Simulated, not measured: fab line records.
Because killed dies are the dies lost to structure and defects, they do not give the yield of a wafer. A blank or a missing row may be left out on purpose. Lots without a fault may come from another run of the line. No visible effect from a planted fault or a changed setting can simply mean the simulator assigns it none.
Split-lot trial | flow berkeley-cmos170 | 5 lots, 23 wafers read, on a route of 331 steps

ABOUT THE SPLIT
At UCB170_SPACER_ANNEAL_02 (time 1800 s), the setting temp-c was moved away from the recipe's 900 C on 10 of the 23 wafers read, by +0.8% to +1.9%. The other wafers ran this setting at the recipe's value.

FROM THE SPLIT TO THE READING: what the file shows between them, 7 steps
- UCB170_PSD_EXPOSE_03: exposes mask PSELECT MOD, target cd 1200 nm (also split here: dose-mj)
- UCB170_PSD_PEB_04
- UCB170_PSD_DEVELOP_05: develop time 46.88 s
- UCB170_PSD_CD_MEAS_06: target cd 1200 nm
- UCB170_BACKSIDE_SOFTBAKE_02: time 60 s (also split here: time-s)
- UCB170_BACKSIDE_STRIP_03: strips in O2
- UCB170_BACKSIDE_CLEAN_04: cleans in SPM, time 600 s

THE READING
PLDD_RS in ohm/sq, measured at UCB170_SDANNEAL_RS_MEAS_04 by four-point-probe. A value of 1029 ohm/sq with a standard deviation of 3 ohm/sq is what fault-free wafers of this fab line usually give.

wafer  | tool, chamber at the split | temp-c as run, C | against the recipe | PLDD_RS, ohm/sq | against lot-mates on the recipe
L075.2 | -, -                       | 907.3            | +0.8%              | 1006            | no lot-mate on the recipe
L075.3 | -, -                       | 907.3            | +0.8%              | 1005            | no lot-mate on the recipe
L075.4 | -, -                       | 907.3            | +0.8%              | 1006            | no lot-mate on the recipe
L075.5 | -, -                       | 907.3            | +0.8%              | 1006            | no lot-mate on the recipe
L075.6 | -, -                       | 907.3            | +0.8%              | 1003            | no lot-mate on the recipe
L078.2 | -, -                       | 900              | recipe             | 1028            | -
L078.3 | -, -                       | 900              | recipe             | 1030            | -
L078.4 | -, -                       | 900              | recipe             | 1030            | -
L078.5 | -, -                       | 900              | recipe             | 1031            | -
L078.6 | -, -                       | 900              | recipe             | 1029            | -
L077.1 | -, -                       | 900              | recipe             | 1027            | -
L077.2 | -, -                       | 900              | recipe             | 1026            | -
L077.3 | -, -                       | 900              | recipe             | 1027            | -
L077.4 | -, -                       | 900              | recipe             | 1027            | -
L077.6 | -, -                       | 900              | recipe             | 1023            | -
L080.1 | -, -                       | 916.9            | +1.9%              | 974             | no lot-mate on the recipe
L080.2 | -, -                       | 916.9            | +1.9%              | 976             | no lot-mate on the recipe
L080.3 | -, -                       | 916.9            | +1.9%              | 973             | no lot-mate on the recipe
L080.4 | -, -                       | 916.9            | +1.9%              | 975             | no lot-mate on the recipe
L080.6 | -, -                       | 916.9            | +1.9%              | 977             | no lot-mate on the recipe
L082.3 | furnace-01, 0              | 900              | recipe             | 1028            | -
L082.5 | furnace-01, 0              | 900              | recipe             | 1027            | -
L082.6 | furnace-01, 0              | 900              | recipe             | 1027            | -

FIT RESULTS
A straight line over all 23 wafers: PLDD_RS changes by -28 ohm/sq for each +1% of temp-c; r = -1.00; the points scatter about the line by 1.8 ohm/sq.
Too few moved wafers with a lot-mate on the recipe to fit a line net of each lot's own level.

THE FILE'S OWN FIT
PLDD_RS changes by -28.1 ohm/sq for each +1% of temp-c, r = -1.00.
